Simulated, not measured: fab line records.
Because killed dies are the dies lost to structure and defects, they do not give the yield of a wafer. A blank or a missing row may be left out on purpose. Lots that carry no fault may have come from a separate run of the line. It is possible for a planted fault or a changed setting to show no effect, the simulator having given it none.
8D (eight disciplines) problem report, filled in by code || flow berkeley-cmos170 || the parts of the form that need people (team, actions taken, sign-off) are left out

== 1. THE ISSUE ==
cd-nm at UCB170_M3_CD_MEAS_90 reads a mean of 684.1 nm on 3 wafers of 1 lot; wafers without a fault read 699.0 nm with a standard deviation of 2.8. That is -5.3 standard deviations from the usual mean.
The step: target cd 700 nm.
First seen on wafer L870.1, day 9 23:52, on cd-sem-02. The record has a number at this step for 39 wafers belonging to 13 lots. By rule, "out" or "out of limits" means more than 4 standard deviations away from the usual mean. All remaining wafers that have a number are taken as sound.

== 2. WHAT IT IS, AND WHAT IT ISN'T ==
{"question": "which readings at this step", "is": "cd-nm", "is not": "-"}
{"question": "which lots", "is": "L870", "is not": "L862, L864, L865, L867, L869, L872, L878, L879, L881, L882, L884, L885"}
{"question": "which wafers of those lots", "is": "all that have a number", "is not": "-"}
{"question": "read on which gauges", "is": "cd-sem-02", "is not": "cd-sem-01"}
{"question": "when", "is": "from day 9 23:52", "is not": "up to then (15 sound wafers); but 21 sound wafers of L872, L878, L879, L881, L882, L884, L885 came after"}

== 3. SUSPECTS, AND WHAT RULES EACH OUT ==
Counting: a tool at a process step up to the reading stays a suspect if it ran every lot that is out and no sound lot after the first of them.
- ruled out: the gauge at UCB170_M3_CD_MEAS_90. All the wafers that are out were read on cd-sem-02, but those of them that UCB170_M3_STRIP_19 has rows for are out there too, on other tools.
- rie-metal-03 at UCB170_M3_METAL_ETCH_18 (etches Al in Cl2/BCl3, stops on SiO2, target depth 1170 nm, time 195 s): kept. It ran the lot that is out, L870 (day 9 23:24), and no sound lot after that; its last sound lot up to then is L867 (day 9 01:34).
- plasma-asher-02 at UCB170_M3_STRIP_19 (strips in O2): ruled out as a lasting fault. The sound lots L878, L879, L885 went through it after L870, its earliest lot that is out (day 9 23:46).
Left after counting: rie-metal-03 at UCB170_M3_METAL_ETCH_18.

== 4. THE CAUSE (what the simulator had put in) ==
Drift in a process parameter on rie-metal-03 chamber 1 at UCB170_M3_METAL_ETCH_18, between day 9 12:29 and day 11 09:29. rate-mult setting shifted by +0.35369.
After counting, this tool was the only one left.

== 5. SEQUENCE OF EFFECTS, ordered by route ==
Each row: a reading whose mean over the struck wafers that have a number lies more than 3 standard deviations from the usual. Readings are gone through only where the record gives a usual standard deviation; hours: the median, over the lots, of the time from a lot's start at the first step in this table giving one to that lot's start at this step; sigmas: the change measured in usual standard deviations.
{"hours": 0, "step": "UCB170_M3_STRIP_19", "reading": "oes-product-au", "usual": "0.535 a.u.", "on struck wafers": 0.313, "change": -0.222, "sigmas": -18}
{"hours": 0, "step": "UCB170_M3_CD_MEAS_90", "reading": "cd-nm", "usual": "699.0 nm", "on struck wafers": 684.1, "change": -14.9, "sigmas": -5.3}
Its process steps:
- UCB170_M3_STRIP_19: strips in O2.

== 6. HOW IT WOULD HAVE BEEN CAUGHT EARLIER ==
Counted from the fault's start at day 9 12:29, it took 11 hours until the first out-of-limits reading at a measuring or inspecting step in this record, taken at day 9 23:52.
No tool reading at UCB170_M3_METAL_ETCH_18 that has a usual standard deviation in the record was out on any struck wafer, so an alarm limit of 4 standard deviations on those readings would not have fired.
By day 9 23:52 the whole set of lots that are out, 1 in number, had already begun UCB170_M3_METAL_ETCH_18 on rie-metal-03. Tool hold at that time: it would have spared none of them.
